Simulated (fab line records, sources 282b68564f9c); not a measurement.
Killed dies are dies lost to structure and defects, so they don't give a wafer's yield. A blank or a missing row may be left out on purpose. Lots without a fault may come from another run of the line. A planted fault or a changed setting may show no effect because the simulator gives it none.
fab line records | flow rit_cmos
record lots=13 wafers=39 last_day=7
route steps=202 shown ACTIVE@15 NRETRO@62 PRETRO@70 CONTACT@179 M1@202
lots that met no fault: from a run of the same line without faults
start_h: hours from the record's first day to the start of the lot's first wafer shown | wait_h: hours since the lot's step before | " the same as in the row above | L1.1+2: a row that stands for several wafers | - no value, or no start given | * or withheld: withheld | < > ~ a bound
route shown NAME@n: a module of which the file shows steps, and the number in the route of the first | usual: mean/standard deviation of fault-free wafers | same: alike in all rows | chamber/n: place in a boat | sites: the reading at each site | _std_site: their standard deviation | _edge_site: outer sites' mean less inner sites' | radius_mm: how far each site lies from the wafer's centre | mask NAME#n: copy n | behind: the tool/chamber that last shaped the wafer | hold: why the lot was held/for how many hours/how that ended | device: the transistor (n, p or np) that didn't switch | end of line: the same wafers' tests at the end of the route | a step without rows: its recipe alone | killed: dies lost to structure and defects at the first sort, not the wafer's yield | map: a wafer's dies, x killed, . not, _ none there
set.NAME: the setting as run; set.NAME@STEP: as run at that earlier step | model.NAME: the simulator's own value behind a step, which no gauge read
steps of the route over a sample of lots; a table a step, a row a wafer
services: from which hour (start_h, from the record's first day; less than 0 if before it) a tool's chamber was out of use, for how many hours, and why
## steps
# step RIT_ACTIVE_STRIP_14
# recipe chemistry=O2 time_s=180 resist=NOVOLAK platen_temp_c=withheld power_w=500 pressure_mtorr=4000 o2_flow_sccm=4000
# usual drypump_motor_current_A=5.5/0.42
# columns lot.wafer tool chamber start_h wait_h drypump_motor_current_A rf_hours_counter_h
L465.1 plasma_asher-03 1 25.60 0.1 6.0 37
L465.3 " 0 " " 5.5 -
L465.6 " 1 " " 6.0 -
L466.2 plasma_asher-02 0 25.89 0.1 5.3 36
L466.5 " 0 " " 5.3 -
L466.6 " 1 " " 6.1 -
L467.4 plasma_asher-03 1 30.35 0.1 6.0 -
L467.5 " 0 " " 5.5 -
L467.6 " 1 " " 6.0 -
L468.1 plasma_asher-01 1 36.41 0.1 5.4 38
L468.5 " 0 " " 4.9 -
L468.6 " 1 " " 5.4 -
L469.1 plasma_asher-03 1 40.05 0.1 6.0 38
L469.3 " 0 " " 5.5 -
L469.6 " 0 " " 5.5 -
L470.1 plasma_asher-02 1 45.91 0.1 6.1 38
L470.3 " 0 " " 5.3 -
L470.5 " 1 " " 6.1 -
L472.1 plasma_asher-02 0 54.84 0.1 5.3 39
L472.4 " 0 " " 5.3 -
L472.6 " 0 " " 5.3 -
L476.1 plasma_asher-01 0 76.74 0.1 4.9 43
L476.2 " 1 " " 5.4 43
L476.5 " 0 " " 4.9 -
L481.2 plasma_asher-01 0 101.96 0.1 4.9 45
L481.4 " 1 " " 5.4 -
L481.6 " 1 " " 5.4 -
L482.2 plasma_asher-03 0 105.07 0.1 5.5 45
L482.5 " 1 " " 6.0 -
L482.6 " 0 " " 5.5 -
L483.1 plasma_asher-01 1 111.36 0.1 5.4 47
L483.2 " 0 " " 4.9 47
L483.4 " 0 " " 4.9 -
L485.2 plasma_asher-02 1 120.57 0.1 6.1 0
L485.3 " 0 " " 5.3 -
L485.4 " 1 " " 6.1 -
L487.1 plasma_asher-02 1 131.53 0.1 6.1 2
L487.4 " 1 " " 6.1 -
L487.6 " 1 " " 6.1 -
# step RIT_NRETRO_STRIP_09
# recipe chemistry=O2 time_s=180 resist=NOVOLAK platen_temp_c=withheld power_w=500 pressure_mtorr=4000 o2_flow_sccm=4000
# usual drypump_motor_current_A=5.4/0.34
# columns lot.wafer tool chamber start_h wait_h drypump_motor_current_A rf_hours_counter_h
L465.1 plasma_asher-03 1 42.94 0.1 6.0 39
L465.3 " 1 " " 6.0 -
L465.6 " 0 " " 5.5 -
L466.2 plasma_asher-01 1 43.54 0.1 5.4 39
L466.5 " 0 " " 4.9 -
L466.6 " 1 " " 5.4 -
L467.4 plasma_asher-01 1 48.82 0.1 5.4 -
L467.5 " 1 " " 5.4 -
L467.6 " 0 " " 4.9 -
L468.1 plasma_asher-04 0 51.00 0.1 5.8 27
L468.5 " 1 " " 5.2 -
L468.6 " 0 " " 5.8 -
L469.1 plasma_asher-01 0 56.27 0.1 4.9 40
L469.3 " 0 " " 4.9 -
L469.6 " 0 " " 4.9 -
L470.1 plasma_asher-01 0 62.30 0.1 4.9 41
L470.3 " 0 " " 4.9 -
L470.5 " 0 " " 4.9 -
L472.1 plasma_asher-03 1 70.59 0.1 6.0 42
L472.4 " 1 " " 5.9 -
L472.6 " 0 " " 5.5 -
L476.1 plasma_asher-04 0 94.98 0.1 5.7 32
L476.2 " 1 " " 5.2 32
L476.5 " 1 " " 5.2 -
L481.2 plasma_asher-04 1 116.51 0.1 5.2 35
L481.4 " 0 " " 5.8 -
L481.6 " 0 " " 5.7 -
L482.2 plasma_asher-03 0 121.47 0.1 5.5 47
L482.5 " 0 " " 5.5 -
L482.6 " 1 " " 6.0 -
L483.1 plasma_asher-01 1 127.41 0.1 5.4 48
L483.2 " 0 " " 4.9 48
L483.4 " 1 " " 5.4 -
L485.2 plasma_asher-04 0 135.90 0.1 5.7 37
L485.3 " 1 " " 5.2 -
L485.4 " 0 " " 5.8 -
L487.1 plasma_asher-01 0 146.87 0.1 4.9 51
L487.4 " 0 " " 4.9 -
L487.6 " 0 " " 4.9 -
# step RIT_PRETRO_OVL_MEAS_06
# usual PRETRO_OVL=0.5/1.5
# columns lot.wafer tool chamber start_h wait_h PRETRO_OVL[nm]
L465.1 overlay-02 - 44.18 - 1.6
L465.3 " - " " 0.9
L465.6 " - " " -0.9
L466.2 overlay-01 - 44.78 - 1.6
L466.5 " - " " 1.5
L466.6 " - " " 1.1
L467.4 overlay-02 - 49.89 - -2.2
L467.5 " - " " -1.2
L467.6 " - " " -1.8
L468.1 overlay-02 - 52.42 - -2.6
L468.5 " - " " 0.0
L468.6 " - " " -1.0
L469.1 overlay-02 - 57.51 - 0.9
L469.3 " - " " -0.2
L469.6 " - " " -1.5
L470.1 overlay-02 - 63.42 - 2.3
L470.3 " - " " 1.6
L470.5 " - " " 1.7
L472.1 overlay-01 - 72.17 - -0.5
L472.4 " - " " 0.2
L472.6 " - " " -0.3
L476.1 overlay-02 - 96.22 - 0.3
L476.2 " - " " 2.0
L476.5 " - " " 1.7
L481.2 overlay-01 - 117.97 - -1.1
L481.4 " - " " 1.2
L481.6 " - " " -0.2
L482.2 overlay-01 - 122.77 - -0.4
L482.5 " - " " 3.1
L482.6 " - " " 1.9
L483.1 overlay-01 - 128.52 - -0.1
L483.2 " - " " -0.6
L483.4 " - " " 0.9
L485.2 overlay-01 - 137.15 - -0.2
L485.3 " - " " 0.3
L485.4 " - " " 0.3
L487.1 overlay-01 - 147.99 - -0.7
L487.4 " - " " -2.9
L487.6 " - " " -2.7
# step RIT_CONTACT_ETCH_11
# recipe target_depth_a=4800 over_etch_frac=0.2 stop_on=TiSi2 chemistry=CHF3/CF4/Ar target=SiO2 CHF3_flow_sccm=50 cf4_flow_sccm=10 Ar_flow_sccm=100 O2_flow_sccm=5 pressure_mtorr=100 rf_w=200 time_s=320
# usual CHF3_flow_sccm=50.03/0.14 drypump_motor_current_A=5.45/0.27 oes_product_au=0.996/0.011 run_length_s=348.1/0.44 throttle_valve_pct=8.86/0.13
# same over_etch_frac=0.2
# columns lot.wafer tool chamber start_h wait_h CHF3_flow_sccm drypump_motor_current_A oes_product_au rf_hours_counter_h run_length_s throttle_valve_pct
L465.1 rie_diel-03 0 68.86 0.1 50.31 5.76 0.989 167 348.5 8.77
L465.3 " 3 " " 49.85 4.97 1.019 113 348.1 8.83
L465.6 " 3 " " 49.95 4.96 1.015 - 348.3 8.84
L466.2 rie_diel-04 3 70.20 0.1 50.20 5.31 0.991 28 347.4 8.83
L466.5 " 0 " " 50.12 5.69 0.990 - 348.3 8.80
L466.6 " 3 " " 50.08 5.34 0.987 - 347.5 8.83
L467.4 rie_diel-04 2 74.58 0.1 49.95 5.62 0.981 150 348.6 8.90
L467.5 " 2 " " 50.15 5.65 0.984 - 348.2 8.91
L467.6 " 3 " " 50.17 5.35 0.990 - 347.3 8.84
L468.1 rie_diel-02 1 76.26 0.1 50.36 5.53 0.998 2 348.5 8.75
L468.5 " 2 " " 50.15 4.96 0.991 - 347.5 8.94
L468.6 " 3 " " 50.08 5.34 0.982 - 348.6 8.72
L469.1 rie_diel-03 2 78.65 0.1 49.87 5.56 1.001 27 349.0 9.13
L469.3 " 3 " " 50.00 4.96 1.012 114 348.1 8.84
L469.6 " 2 " " 49.89 5.57 1.000 - 348.8 9.13
L470.1 rie_diel-04 0 86.66 0.1 50.05 5.71 0.984 8 348.3 8.81
L470.3 " 1 " " 49.80 5.71 0.989 120 348.1 9.00
L470.5 " 0 " " 50.00 5.70 0.994 - 348.3 8.80
L472.1 rie_diel-04 1 94.88 0.1 50.02 5.70 0.988 120 348.1 8.99
L472.4 " 2 " " 50.18 5.61 0.987 151 348.2 8.89
L472.6 " 3 " " 50.09 5.33 1.001 - 347.1 8.84
L476.1 rie_diel-03 2 120.59 0.1 50.16 5.54 0.983 28 476.6 9.13
L476.2 " 3 " " 50.08 4.92 1.009 115 348.6 8.84
L476.5 " 3 " " 49.97 4.95 1.014 - 348.2 8.83
L481.2 rie_diel-02 2 140.00 0.1 49.93 4.96 0.991 10 347.4 8.94
L481.4 " 0 " " 49.85 5.60 1.002 134 348.0 8.68
L481.6 " 0 " " 49.73 5.57 1.012 - 348.5 8.67
L482.2 rie_diel-02 3 146.88 0.1 50.25 5.34 0.987 142 348.2 8.72
L482.5 " 2 " " 49.92 4.96 0.989 - 348.0 8.94
L482.6 " 3 " " 50.09 5.30 0.991 - 348.4 8.72
L483.1 rie_diel-04 0 149.82 0.1 49.93 5.68 0.992 10 348.7 8.77
L483.2 " 3 " " 49.80 5.33 1.001 30 347.6 8.84
L483.4 " 0 " " 50.07 5.71 0.988 - 348.2 8.80
L485.2 rie_diel-02 1 159.18 0.1 49.86 5.59 0.993 3 348.3 8.77
L485.3 " 0 " " 50.22 5.58 1.010 134 348.3 8.68
L485.4 " 2 " " 50.25 4.96 0.998 10 347.5 8.94
L487.1 rie_diel-02 2 173.74 0.1 50.10 4.97 0.996 10 347.3 8.94
L487.4 " 1 " " 50.02 5.59 0.994 4 348.9 8.76
L487.6 " 2 " " 50.14 4.95 0.994 - 347.8 8.94
# step RIT_M1_PROBE_99
# usual killed_at_contacts=0.1/0.27 killed_at_front_end=7/3.3 killed_dies=7/3.3 killed_open=3.5/2 killed_short=3.8/2.2
# same gross_dies=264 killed_at_M0_to_M3=0 killed_at_M4_up=0 killed_at_back_side=0 killed_at_other=0
# columns lot.wafer tool chamber start_h wait_h killed_at_contacts killed_at_front_end killed_dies killed_open killed_short
L465.1 prober-01 - 74.04 0.1 0 9 9 5 4
L465.3 prober-01 - 74.14 0.2 0 9 9 2 6
L465.6 prober-01 - 74.29 0.2 0 5 5 3 2
L466.2 prober-02 - 75.59 0.1 0 7 7 2 5
L466.5 prober-02 - 75.74 0.2 0 6 6 3 3
L466.6 prober-02 - 75.79 0.2 0 7 7 3 4
L467.4 prober-01 - 79.60 0.2 1 5 6 3 3
L467.5 prober-01 - 79.65 0.2 0 4 4 2 2
L467.6 prober-01 - 79.70 0.2 0 11 11 5 6
L468.1 prober-02 - 81.27 0.1 0 8 8 4 4
L468.5 prober-02 - 81.47 0.2 0 6 6 4 2
L468.6 prober-02 - 81.52 0.2 0 8 8 6 1
L469.1 prober-01 - 83.51 0.1 0 6 6 3 3
L469.3 prober-01 - 83.61 0.2 0 4 4 2 2
L469.6 prober-01 - 83.76 0.2 0 6 6 2 4
L470.1 prober-02 - 91.67 0.1 0 6 6 3 3
L470.3 prober-02 - 91.77 0.2 0 9 9 4 5
L470.5 prober-02 - 91.87 0.2 0 7 7 2 5
L472.1 prober-02 - 99.92 0.1 0 4 4 3 1
L472.4 prober-02 - 100.07 0.2 0 17 17 11 6
L472.6 prober-02 - 100.17 0.2 0 10 10 5 5
L476.1 prober-02 - 125.57 0.1 0 12 12 5 7
L476.2 prober-02 - 125.62 0.1 0 9 9 5 4
L476.5 prober-02 - 125.77 0.2 0 5 5 4 1
L481.2 prober-01 - 145.09 0.1 0 8 8 5 3
L481.4 prober-01 - 145.19 0.2 0 4 4 2 2
L481.6 prober-01 - 145.29 0.2 0 9 9 6 3
L482.2 prober-02 - 152.01 0.1 0 9 9 6 3
L482.5 prober-02 - 152.16 0.2 0 12 12 2 10
L482.6 prober-02 - 152.21 0.2 0 14 14 5 9
L483.1 prober-01 - 154.67 0.1 0 6 6 3 3
L483.2 prober-01 - 154.72 0.1 0 4 4 4 0
L483.4 prober-01 - 154.82 0.2 0 5 5 3 2
L485.2 prober-01 - 164.22 0.1 1 6 7 2 5
L485.3 prober-01 - 164.27 0.2 0 7 7 6 1
L485.4 prober-01 - 164.32 0.2 0 5 5 2 3
L487.1 prober-01 - 178.72 0.1 0 5 5 3 2
L487.4 prober-01 - 178.87 0.2 0 3 3 2 1
L487.6 prober-01 - 178.97 0.2 0 7 7 5 2
# killed by level:class
L465.1 GATE:geometric_particle:short=2 REOX:geometric_particle:short=2 REOX:geometric_particle:open=2 SILICIDE:geometric_particle:open=2 GATE:geometric_particle:open=1
L465.3 SPACER:geometric_particle:short=3 GATE:geometric_particle:short=2 FOX2:geometric_particle:short=1 GATE:geometric_particle:open=1 REOX:geometric_particle:open=1 GATE:coat_microbubble_printed=1
L465.6 GATE:geometric_particle:open=2 GATE:geometric_particle:short=2 FOX2:geometric_particle:open=1
L466.2 GATE:geometric_particle:short=2 SPACER:geometric_particle:open=2 SPACER:geometric_particle:short=2 SILICIDE:geometric_particle:short=1
L466.5 GATE:geometric_particle:short=2 SPACER:geometric_particle:open=2 FOX1:geometric_particle:short=1 GATE:geometric_particle:open=1
L466.6 GATE:geometric_particle:open=2 GATE:geometric_particle:short=2 SILICIDE:geometric_particle:short=2 SILICIDE:geometric_particle:open=1
L467.4 FOX2:geometric_particle:short=1 GATE:geometric_particle:open=1 REOX:geometric_particle:open=1 SPACER:geometric_particle:short=1 SILICIDE:geometric_particle:open=1 CONTACT:geometric_particle:short=1
L467.5 FOX2:geometric_particle:short=1 FOX2:geometric_particle:open=1 GATE:geometric_particle:open=1 REOX:geometric_particle:short=1
L467.6 FOX2:geometric_particle:short=3 GATE:geometric_particle:open=2 REOX:geometric_particle:short=2 SILICIDE:geometric_particle:open=2 FOX2:geometric_particle:open=1 SILICIDE:geometric_particle:short=1
L468.1 SPACER:geometric_particle:open=2 SILICIDE:geometric_particle:short=2 FOX1:geometric_particle:open=1 GATE:geometric_particle:short=1 SPACER:geometric_particle:short=1 SILICIDE:geometric_particle:open=1
L468.5 REOX:geometric_particle:open=3 FOX1:geometric_particle:open=1 GATE:geometric_particle:short=1 REOX:geometric_particle:short=1
L468.6 REOX:geometric_particle:open=4 FOX1:geometric_particle:open=2 GATE:geometric_particle:short=1 NRETRO:coat_microbubble_printed=1
L469.1 GATE:geometric_particle:open=2 SPACER:geometric_particle:short=2 REOX:geometric_particle:open=1 SILICIDE:geometric_particle:short=1
L469.3 GATE:geometric_particle:short=1 GATE:geometric_particle:open=1 REOX:geometric_particle:open=1 SILICIDE:geometric_particle:short=1
L469.6 GATE:geometric_particle:short=2 FOX2:geometric_particle:short=1 GATE:geometric_particle:open=1 SILICIDE:geometric_particle:open=1 SILICIDE:geometric_particle:short=1
L470.1 GATE:geometric_particle:open=2 GATE:geometric_particle:short=2 FOX2:geometric_particle:short=1 SILICIDE:geometric_particle:open=1
L470.3 GATE:geometric_particle:open=3 REOX:geometric_particle:short=2 GATE:geometric_particle:short=1 SPACER:geometric_particle:short=1 SILICIDE:geometric_particle:short=1 SILICIDE:geometric_particle:open=1
L470.5 GATE:geometric_particle:short=5 GATE:geometric_particle:open=2
L472.1 SILICIDE:geometric_particle:open=3 GATE:geometric_particle:short=1
L472.4 GATE:geometric_particle:short=4 GATE:geometric_particle:open=3 SILICIDE:geometric_particle:open=3 FOX1:geometric_particle:open=2 SPACER:geometric_particle:open=2 FOX1:geometric_particle:short=1 REOX:geometric_particle:open=1 SILICIDE:geometric_particle:short=1
L472.6 GATE:geometric_particle:short=2 SPACER:geometric_particle:open=2 SILICIDE:geometric_particle:short=2 FOX1:geometric_particle:open=1 GATE:geometric_particle:open=1 SPACER:geometric_particle:short=1 SILICIDE:geometric_particle:open=1
L476.1 FOX1:geometric_particle:short=3 GATE:geometric_particle:short=2 REOX:geometric_particle:short=2 FOX1:geometric_particle:open=1 GATE:geometric_particle:open=1 REOX:geometric_particle:open=1 SPACER:geometric_particle:open=1 SILICIDE:geometric_particle:open=1
L476.2 GATE:geometric_particle:open=3 GATE:geometric_particle:short=3 FOX1:geometric_particle:open=1 FOX2:geometric_particle:open=1 REOX:geometric_particle:short=1
L476.5 GATE:geometric_particle:open=3 GATE:geometric_particle:short=1 SILICIDE:geometric_particle:open=1
L481.2 FOX1:geometric_particle:open=2 GATE:geometric_particle:open=2 GATE:geometric_particle:short=1 REOX:geometric_particle:open=1 SPACER:geometric_particle:short=1 SILICIDE:geometric_particle:short=1
L481.4 GATE:geometric_particle:open=2 GATE:geometric_particle:short=1 SILICIDE:geometric_particle:short=1
L481.6 FOX1:geometric_particle:open=5 FOX1:geometric_particle:short=2 FOX2:geometric_particle:open=1 REOX:geometric_particle:short=1
L482.2 GATE:geometric_particle:short=3 FOX1:geometric_particle:open=2 GATE:geometric_particle:open=2 REOX:geometric_particle:open=1 SPACER:geometric_particle:open=1
L482.5 GATE:geometric_particle:short=4 FOX1:geometric_particle:short=3 FOX2:geometric_particle:short=2 FOX2:geometric_particle:open=1 SPACER:geometric_particle:open=1 SILICIDE:geometric_particle:short=1
L482.6 FOX1:geometric_particle:short=3 FOX2:geometric_particle:open=2 GATE:geometric_particle:short=2 GATE:geometric_particle:open=2 FOX2:geometric_particle:short=1 REOX:geometric_particle:short=1 SPACER:geometric_particle:short=1 SPACER:geometric_particle:open=1
L483.1 SPACER:geometric_particle:short=2 FOX1:geometric_particle:open=1 GATE:geometric_particle:short=1 SPACER:geometric_particle:open=1 SILICIDE:geometric_particle:open=1
L483.2 GATE:geometric_particle:open=3 FOX2:geometric_particle:open=1
L483.4 GATE:geometric_particle:open=2 FOX1:geometric_particle:open=1 REOX:geometric_particle:short=1 SPACER:geometric_particle:short=1
L485.2 REOX:geometric_particle:short=2 ACTIVE:geometric_particle:short=1 FOX1:geometric_particle:short=1 FOX1:geometric_particle:open=1 SILICIDE:geometric_particle:short=1 CONTACT:geometric_particle:open=1
L485.3 SILICIDE:geometric_particle:open=2 ACTIVE:geometric_particle:open=1 FOX1:geometric_particle:short=1 FOX1:geometric_particle:open=1 FOX2:geometric_particle:open=1 GATE:geometric_particle:open=1
L485.4 FOX1:geometric_particle:short=2 SILICIDE:geometric_particle:open=2 GATE:geometric_particle:short=1
L487.1 FOX1:geometric_particle:open=1 FOX2:geometric_particle:short=1 FOX2:geometric_particle:open=1 GATE:geometric_particle:short=1 GATE:geometric_particle:open=1
L487.4 FOX1:geometric_particle:open=1 GATE:geometric_particle:short=1 SILICIDE:geometric_particle:open=1
L487.6 FOX2:geometric_particle:open=2 GATE:geometric_particle:open=2 GATE:geometric_particle:short=2 SILICIDE:geometric_particle:open=1
## services
# columns tool chamber start_h hours kind
plasma_asher-02 - 1.83 6.4 repair
rie_diel-03 2 10.13 13.3 repair
rie_diel-03 - 24.26 0.6 repair
plasma_asher-03 - 45.49 2.8 repair
rie_diel-03 1 59.21 9.7 repair
rie_diel-03 1 69.05 - clean
rie_diel-03 1 69.05 29.8 scheduled_down
plasma_asher-03 - 78.11 4.9 repair
rie_diel-04 2 96.80 4.1 repair
plasma_asher-02 - 108.75 9.0 pm
plasma_asher-02 0 108.75 9.0 vent_cycle
plasma_asher-02 1 108.75 9.0 vent_cycle
rie_diel-03 0 108.92 5.8 repair
rie_diel-02 2 110.75 1.8 repair
plasma_asher-02 0 117.75 - clean
plasma_asher-02 1 117.75 - clean
rie_diel-04 3 126.70 1.5 repair
rie_diel-04 2 141.31 - clean
rie_diel-04 2 141.31 18.4 scheduled_down
rie_diel-04 2 141.31 18.4 vent_cycle
rie_diel-03 - 142.15 0.6 repair
rie_diel-04 1 161.22 1.3 repair
plasma_asher-04 - 168.76 2.8 pm
plasma_asher-03 - 170.52 4.1 repair
## key
first_sign step=RIT_CONTACT_ETCH_11 reading=run_length_s direction=up sigmas=99+ usual=* struck=*
effect none on later readings
met_at RIT_CONTACT_ETCH_11
struck_lots L476
struck_wafers L476.1
tester_left_out L476
not_acting_at RIT_ACTIVE_STRIP_14,RIT_NRETRO_STRIP_09,RIT_PRETRO_OVL_MEAS_06
onset_between 78.65 120.59
fault kind=process_parameter_drift tool=rie_diel-03 chamber=2 onset_h=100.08 steps=RIT_CONTACT_ETCH_11 channel=time_s offset=* shape=step end_h=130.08 acts_in=* stated=*
# tester_left_out: of these lots the tester's yield and bins aren't shown, on N5 and GAA mostly nor the transistor test; their killed dies are dies lost to structure and defects alone, not to doping, threshold or leakage, so they don't give the yield
